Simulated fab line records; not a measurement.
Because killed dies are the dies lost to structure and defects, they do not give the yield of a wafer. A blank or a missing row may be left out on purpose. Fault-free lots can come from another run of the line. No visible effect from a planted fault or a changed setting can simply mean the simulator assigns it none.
fab line records    flow rit-cmos
record: lots: 6  wafers: 18  last-day: 6
route steps=202 shown NWELL@35 PWELL@39 M1@202
lots that met no fault: from a run of the same line without faults
start-h: hours from the record's first day to the start of the lot's first wafer shown    wait-h: hours since the lot's step before    " identical to the entry in the row above    L1.1+2: a row that stands for several wafers    - no value, or no start given    * or withheld: withheld    < > ~ a bound
route shown NAME@n: names a module that has steps shown in the file, with the first one's number in the route    usual: average and standard deviation across the fault-free wafers    same: alike in all rows    chamber/n: place in a boat    sites: per-site readings    _std_site: standard deviation across them    _edge_site: the outer-site mean with the inner-site mean subtracted    radius-mm: how far each site lies from the wafer's centre    mask NAME#n: copy n    behind: the last tool/chamber to shape the wafer    hold: why the lot was held/for how many hours/how that ended    device: names the non-switching transistor (n, p or np)    end of line: the route-end tests of the same wafers    where a step has no rows: the recipe by itself    killed: dies that structure and defects cost at the first sort, which is not the same as the wafer's yield    map: a wafer's dies, marking killed ones x, the rest . and places with no die _
set.NAME: the setting as run; set.NAME@STEP: as run at that earlier step    model.NAME: the simulator's own value behind a step, which no gauge read
a table for each step, a row for each wafer; lots at some steps of the route
services: the hour from which a tool's chamber was out of use, counted from the record's first day as start-h (under 0 if before that day), plus the number of hours and why
== steps ==
step: RIT_NWELL_HARDBAKE_07
recipe: resist: NOVOLAK  temp-c: 140  time-s: 120
step: RIT_NWELL_IMPLANT_08
recipe: species: P  energy-kev: 170  dose-cm2: 5e+13  tilt-deg: 7
step: RIT_NWELL_STRIP_09
recipe: chemistry: O2  time-s: 180  resist: NOVOLAK  platen-temp-c: withheld  power-w: 500  pressure-mtorr: 4000  o2-flow-sccm: 4000
usual: drypump-motor-current-A: 5.96/0.25
lot.wafer  tool             chamber  start-h  wait-h  drypump-motor-current-A  rf-hours-counter-h
L157.4     plasma-asher-04  0        23.18    0.1     6.28                     -
L157.5     "                0        "        "       6.28                     -
L157.6     "                1        "        "       5.60                     -
L158.2     plasma-asher-02  0        30.92    0.1     5.97                     37
L158.3     "                1        "        "       5.84                     -
L158.6     "                0        "        "       5.98                     -
L168.1     plasma-asher-04  1        81.04    0.1     5.58                     29
L168.4     "                1        "        "       5.57                     -
L168.5     "                0        "        "       6.30                     -
L169.4     plasma-asher-03  0        86.84    0.1     5.93                     -
L169.5     "                0        "        "       5.94                     -
L169.6     "                1        "        "       6.31                     -
L172.2     plasma-asher-04  0        99.25    0.1     6.30                     31
L172.5     "                0        "        "       6.27                     -
L172.6     "                1        "        "       5.57                     -
L174.1     plasma-asher-02  1        109.86   0.1     5.85                     46
L174.2     "                0        "        "       5.98                     46
L174.4     "                1        "        "       5.86                     -
step: RIT_NWELL_TW_MEAS_10
usual: NWELL_TW: 2164/18
lot.wafer  tool           chamber  start-h  wait-h  NWELL_TW
L157.4     film-metro-04  -        23.33    0.1     2193
L157.5     "              -        "        "       2177
L157.6     "              -        "        "       2194
L158.2     film-metro-03  -        31.11    0.1     2151
L158.3     "              -        "        "       2140
L158.6     "              -        "        "       2155
L168.1     film-metro-01  -        81.22    0.1     2145
L168.4     "              -        "        "       2142
L168.5     "              -        "        "       2136
L169.4     film-metro-04  -        86.99    0.1     2181
L169.5     "              -        "        "       2172
L169.6     "              -        "        "       2184
L172.2     film-metro-04  -        99.44    0.1     2173
L172.5     "              -        "        "       2162
L172.6     "              -        "        "       2176
L174.1     film-metro-04  -        110.04   0.1     2181
L174.2     "              -        "        "       2176
L174.4     "              -        "        "       2183
step: RIT_PWELL_HMDS_00
recipe: prime-time-s: 60  prime-temp-c: 140
step: RIT_PWELL_COAT_01
recipe: resist: NOVOLAK  spin-rpm: 2000  resist-thk-nm: 1300
step: RIT_PWELL_SOFTBAKE_02
recipe: resist: NOVOLAK  temp-c: 90  time-s: 60
step: RIT_PWELL_EXPOSE_03
recipe: mask-id: M3  na: 0.57  target-cd-nm: 43700  dose-mj: 250
step: RIT_PWELL_PEB_04
recipe: resist: NOVOLAK  temp-c: withheld  time-s: withheld
step: RIT_PWELL_DEVELOP_05
recipe: resist: NOVOLAK  develop-time-s: 68  dev-temp-c: 23
step: RIT_PWELL_OVL_MEAS_06
usual: PWELL_OVL: 0.5/1.1
lot.wafer  tool        chamber  start-h  wait-h  PWELL_OVL[nm]
L157.4     overlay-01  -        24.38    -       -0.4
L157.5     "           -        "        "       -0.1
L157.6     "           -        "        "       0.9
L158.2     overlay-01  -        32.04    -       0.2
L158.3     "           -        "        "       0.6
L158.6     "           -        "        "       -0.6
L168.1     overlay-02  -        82.28    -       -1.1
L168.4     "           -        "        "       -3.1
L168.5     "           -        "        "       0.6
L169.4     overlay-02  -        87.92    -       -1.5
L169.5     "           -        "        "       -0.2
L169.6     "           -        "        "       0.3
L172.2     overlay-01  -        100.38   -       0.9
L172.5     "           -        "        "       0.6
L172.6     "           -        "        "       -1.1
L174.1     overlay-01  -        110.98   -       1.1
L174.2     "           -        "        "       0.1
L174.4     "           -        "        "       2.1
step: RIT_PWELL_HARDBAKE_07
recipe: resist: NOVOLAK  temp-c: 140  time-s: 120
step: RIT_PWELL_IMPLANT_08
recipe: species: B  energy-kev: 170  dose-cm2: 7e+13  tilt-deg: 7
usual: beam-energy-keV: 170.00/0.054
lot.wafer  tool          chamber  start-h  wait-h  beam-energy-keV  model.implant.drp-nm
L157.4     implanter-02  0        24.72    0.2     169.95           102.9
L157.5     "             0        "        "       169.99           102.9
L157.6     "             0        "        "       169.99           102.9
L158.2     implanter-02  0        32.35    0.2     170.03           102.9
L158.3     "             0        "        "       170.08           102.9
L158.6     "             0        "        "       169.98           102.9
L168.1     implanter-03  0        82.57    0.2     174.58           103.6
L168.4     "             0        "        "       174.64           103.6
L168.5     "             0        "        "       174.61           103.6
L169.4     implanter-03  0        88.26    0.2     174.61           103.6
L169.5     "             0        "        "       174.67           103.6
L169.6     "             0        "        "       174.69           103.6
L172.2     implanter-02  0        100.68   0.2     169.89           102.9
L172.5     "             0        "        "       169.90           102.9
L172.6     "             0        "        "       169.93           102.9
L174.1     implanter-04  0        111.26   0.2     170.01           102.9
L174.2     "             0        "        "       170.02           102.9
L174.4     "             0        "        "       169.98           102.9
step: RIT_PWELL_STRIP_09
recipe: chemistry: O2  time-s: 180  resist: NOVOLAK  platen-temp-c: withheld  power-w: 500  pressure-mtorr: 4000  o2-flow-sccm: 4000
usual: drypump-motor-current-A: 5.97/0.23
lot.wafer  tool             chamber  start-h  wait-h  drypump-motor-current-A  rf-hours-counter-h
L157.4     plasma-asher-03  1        24.86    0.1     6.29                     -
L157.5     "                1        "        "       6.32                     -
L157.6     "                0        "        "       5.95                     -
L158.2     plasma-asher-03  1        32.47    0.1     6.27                     43
L158.3     "                0        "        "       5.95                     -
L158.6     "                1        "        "       6.29                     -
L168.1     plasma-asher-03  1        82.72    0.1     6.27                     47
L168.4     "                1        "        "       6.28                     -
L168.5     "                1        "        "       6.26                     -
L169.4     plasma-asher-01  0        88.40    0.1     5.58                     -
L169.5     "                0        "        "       5.57                     -
L169.6     "                1        "        "       6.07                     -
L172.2     plasma-asher-03  0        100.81   0.1     5.95                     49
L172.5     "                1        "        "       6.31                     -
L172.6     "                0        "        "       5.95                     -
L174.1     plasma-asher-03  1        111.41   0.1     6.30                     50
L174.2     "                0        "        "       5.92                     50
L174.4     "                1        "        "       6.29                     -
step: RIT_M1_PROBE_99
usual: killed-at-contacts: 0.1/0.31  killed-at-front-end: 7/3  killed-dies: 7/3  killed-open: 3.2/1.9  killed-short: 3.6/2.2
same: gross-dies: 264  killed_at_M0_to_M3: 0  killed_at_M4_up: 0  killed-at-back-side: 0  killed-at-other: 0
lot.wafer  tool       chamber  start-h  wait-h  killed-at-contacts  killed-at-front-end  killed-dies  killed-open  killed-short
L168.1     prober-01  -        119.42   0.1     0                   4                    4            1            3
L168.4     prober-01  -        119.57   0.2     0                   6                    6            2            4
L168.5     prober-01  -        119.62   0.2     0                   4                    4            0            2
L172.2     prober-01  -        135.89   0.1     0                   5                    5            1            4
L172.5     prober-01  -        136.04   0.2     0                   6                    6            2            4
L172.6     prober-01  -        136.09   0.2     0                   4                    4            2            2
L174.1     prober-01  -        147.92   0.1     0                   10                   10           7            3
L174.2     prober-01  -        147.97   0.1     1                   6                    7            5            2
L174.4     prober-01  -        148.07   0.2     0                   10                   10           6            4
killed by level:class
L168.1 GATE:geometric-particle:short=1 SPACER:geometric-particle:open=1 SPACER:geometric-particle:short=1 SILICIDE:geometric-particle:short=1
L168.4 FOX1:geometric-particle:short=1 GATE:geometric-particle:short=1 GATE:geometric-particle:open=1 SPACER:geometric-particle:short=1 SILICIDE:geometric-particle:open=1 SILICIDE:geometric-particle:short=1
L168.5 NSD:coat-microbubble-printed=2 GATE:geometric-particle:short=1 REOX:geometric-particle:short=1
L172.2 FOX1:geometric-particle:short=2 FOX1:geometric-particle:open=1 GATE:geometric-particle:short=1 REOX:geometric-particle:short=1
L172.5 GATE:geometric-particle:open=2 REOX:geometric-particle:short=2 FOX1:geometric-particle:short=1 SILICIDE:geometric-particle:short=1
L172.6 FOX2:geometric-particle:short=1 GATE:geometric-particle:open=1 GATE:geometric-particle:short=1 SILICIDE:geometric-particle:open=1
L174.1 GATE:geometric-particle:open=5 GATE:geometric-particle:short=3 FOX1:geometric-particle:open=2
L174.2 FOX1:geometric-particle:open=2 GATE:geometric-particle:open=2 GATE:geometric-particle:short=1 SILICIDE:geometric-particle:short=1 CONTACT:geometric-particle:open=1
L174.4 FOX1:geometric-particle:open=3 SILICIDE:geometric-particle:open=3 GATE:geometric-particle:short=2 FOX1:geometric-particle:short=1 REOX:geometric-particle:short=1
== services ==
tool             chamber  start-h  hours  kind
implanter-02     -        2.76     1.4    repair
implanter-04     -        30.25    0.6    repair
implanter-02     -        59.25    0.6    repair
implanter-02     -        65.39    2.6    repair
implanter-02     -        69.90    3.0    pm
plasma-asher-04  -        84.26    1.3    repair
implanter-02     -        87.89    6.9    repair
plasma-asher-04  -        103.48   2.8    pm
plasma-asher-01  -        108.75   9.0    pm
plasma-asher-01  0        108.75   9.0    vent-cycle
plasma-asher-01  1        108.75   9.0    vent-cycle
== key ==
first-sign: step: RIT_PWELL_IMPLANT_08  reading: beam-energy-keV  direction: up  sigmas: 86  usual: 170.00  struck: 174.63
effect none on later readings
model-effect: step: RIT_PWELL_IMPLANT_08  value: implant.drp-nm  without: 102.9  struck: 103.6
met-at RIT_PWELL_IMPLANT_08
struck-wafers L168.1,L168.4,L168.5,L169.4,L169.5,L169.6
tester-left-out L168,L169
fault: kind: process-parameter-drift  tool: implanter-03  chamber: -  onset-h: 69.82  steps: RIT_PWELL_IMPLANT_08  channel: energy-kev  offset: 4.5931  shape: step  end-h: 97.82  acts-in: these-recipes-only  stated: 170
tester-left-out: of these lots the tester's yield and bins aren't shown, on N5 and GAA mostly nor the transistor test; their killed dies are dies lost to structure and defects alone, not to doping, threshold or leakage, so they don't give the yield
